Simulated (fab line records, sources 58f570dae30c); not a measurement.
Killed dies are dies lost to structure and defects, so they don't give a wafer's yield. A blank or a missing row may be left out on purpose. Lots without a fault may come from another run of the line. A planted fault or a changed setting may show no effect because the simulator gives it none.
A struck lot beside a sound one | flow berkeley_cmos170 | 27 steps out of a route of 331
Sound: wafers L271.1, L271.2, L271.4. Struck: wafers L267.3, L267.5, L267.6. The cause comes at the end.
At each step with rows: each side's tool, then ch and its chambers, then its first start. Under that, the readings that differ: sound wafers | struck wafers | difference of the means | sigmas: that difference in standard deviations of wafers without a fault.
alike: readings whose means differ by less than 2 such deviations, and words and numbers that are the same on both sides. not compared: withheld readings, readings that some wafer has no value for, bounds like >300 that may hide the same value, and numbers for which the record gives no deviation and whose values overlap.
The two part at a step that has a row with sigmas, a row that says differs or no value, or rows on one side only. Numbers that don't overlap but have no deviation are shown without sigmas and don't part them. A reading that every wafer of one side lacks parts them only if that side has two wafers or more.

first, 5 steps without rows for these wafers: UCB170_CONTACT_COAT_10 (resist thk 900 nm); UCB170_CONTACT_SOFTBAKE_11 (time 60 s); UCB170_CONTACT_EXPOSE_12 (exposes mask CONT, target cd 700 nm); UCB170_CONTACT_PEB_13; UCB170_CONTACT_DEVELOP_14 (develop time 45 s).
UCB170_CONTACT_CD_MEAS_15: target cd 700 nm.
  sound on cd_sem-02, day 12 04:29; struck on cd_sem-02, day 10 22:55
  reading    | sound             | struck            | difference | sigmas
  cd_nm (nm) | 702.2 702.0 704.9 | 699.5 698.3 699.0 | -4.1       | -3
UCB170_CONTACT_OVL_MEAS_16:
  sound on overlay-02, day 12 04:37; struck on overlay-01, day 10 23:00
  alike: CONTACT_OVL
UCB170_CONTACT_ETCH_17: etches BARC in N2/H2.
  sound on rie_diel-04 ch 1,2,3, day 12 04:38; struck on rie_diel-03 ch 0,2,3, day 10 23:02
  alike: drypump_motor_current_A, oes_product_au, throttle_valve_pct
UCB170_CONTACT_ETCH_18: etches PSG in CHF3/CF4/Ar, stops on TiSi2, target depth 840 nm, time 195 s.
  sound on rie_diel-04 ch 1,2,3; struck on rie_diel-03 ch 0,2,3
  alike: CHF3_flow_sccm, drypump_motor_current_A, oes_product_au, throttle_valve_pct
  not compared: rf_hours_counter_h
UCB170_CONTACT_STRIP_19: strips in O2.
  sound on plasma_asher-01 ch 0,1, day 12 04:49; struck on plasma_asher-01 ch 0,1, day 10 23:14
  alike: drypump_motor_current_A, oes_product_au
  not compared: rf_hours_counter_h
UCB170_CONTACT_CD_MEAS_90: target cd 700 nm.
  sound on cd_sem-02, day 12 04:55; struck on cd_sem-01, day 10 23:20
  reading    | sound             | struck            | difference | sigmas
  cd_nm (nm) | 702.8 704.0 704.3 | 701.1 700.5 699.8 | -3.2       | -2
then, 1 step without rows for these wafers: UCB170_CONTACT_CLEAN_20 (cleans in SPM, time 600 s).
UCB170_M1_SPUTTER_00: material Al, target thk 600 nm, time 80 s.
  sound on pvd_sputter-02, day 12 05:12; struck on pvd_sputter-01, day 10 23:37
  no value came back on the struck wafers for cathode_dc_power_W (W), chamber_pressure_pa (Pa), throttle_valve_pct (%); on the sound wafers cathode_dc_power_W (W) reads 6000.4 6000.4 5998.8
UCB170_M1_RS_MEAS_01: measures by four-point-probe.
  sound on film_metro-03, day 12 05:16; struck on film_metro-02, day 10 23:43
  reading           | sound                | struck | difference                    | sigmas
  M1_AL_RS (ohm/sq) | 0.0478 0.0484 0.0484 | - - -  | no value on the struck wafers |
UCB170_M1_THK_MEAS_02: measures by xrf.
  sound on film_metro-03, day 12 05:23; struck on film_metro-02, day 10 23:49
  reading        | sound       | struck   | difference | sigmas
  M1_AL_THK (nm) | 607 599 601 | <0 <0 <0 | differs    |
then, 6 steps without rows for these wafers: UCB170_M1_COAT_03; UCB170_M1_COAT_04 (resist thk 917.5 nm); UCB170_M1_SOFTBAKE_05 (time 60 s); UCB170_M1_EXPOSE_06 (exposes mask METAL1, target cd 700 nm); UCB170_M1_PEB_07; UCB170_M1_DEVELOP_08 (develop time 45 s).
UCB170_M1_CD_MEAS_09: target cd 700 nm.
  sound on cd_sem-02, day 12 06:34; struck on cd_sem-02, day 11 01:35
  alike: cd_nm
UCB170_M1_OVL_MEAS_10:
  sound on overlay-02, day 12 06:41; struck on overlay-01, day 11 01:40
  alike: M1_OVL
UCB170_M1_ETCH_11: etches BARC in N2/H2.
  sound on rie_diel-04 ch 0,2,3, day 12 06:43; struck on rie_diel-01 ch 0,1,2, day 11 01:42
  alike: drypump_motor_current_A, oes_product_au, throttle_valve_pct
UCB170_M1_METAL_ETCH_12: etches Al in Cl2/BCl3, stops on PSG, target depth 780 nm, time 130 s.
  sound on rie_metal-01 ch 0,1, day 12 06:46; struck on rie_metal-01 ch 0,1, day 11 01:47
  reading                | sound             | struck            | difference | sigmas
  oes_product_au (a.u.)  | 0.845 0.868 0.839 | 0.377 0.384 0.369 | -0.474     | -32
  throttle_valve_pct (%) | 24.50 24.75 24.51 | 24.99 25.00 24.73 | +0.32      | +2
  alike: drypump_motor_current_A
  not compared: rf_hours_counter_h
UCB170_M1_STRIP_13: strips in O2.
  sound on plasma_asher-04 ch 0,1, day 12 06:54; struck on plasma_asher-04 ch 0,1, day 11 01:54
  alike: drypump_motor_current_A, oes_product_au
  not compared: rf_hours_counter_h
UCB170_M3_PROBE_99:
  the record has rows for the struck wafers here (prober-02, day 11 14:47) and none for the sound ones

WHERE THEY PART
First at UCB170_CONTACT_CD_MEAS_15; last, within this record, at UCB170_M3_PROBE_99.

WHY: what the simulator had put in
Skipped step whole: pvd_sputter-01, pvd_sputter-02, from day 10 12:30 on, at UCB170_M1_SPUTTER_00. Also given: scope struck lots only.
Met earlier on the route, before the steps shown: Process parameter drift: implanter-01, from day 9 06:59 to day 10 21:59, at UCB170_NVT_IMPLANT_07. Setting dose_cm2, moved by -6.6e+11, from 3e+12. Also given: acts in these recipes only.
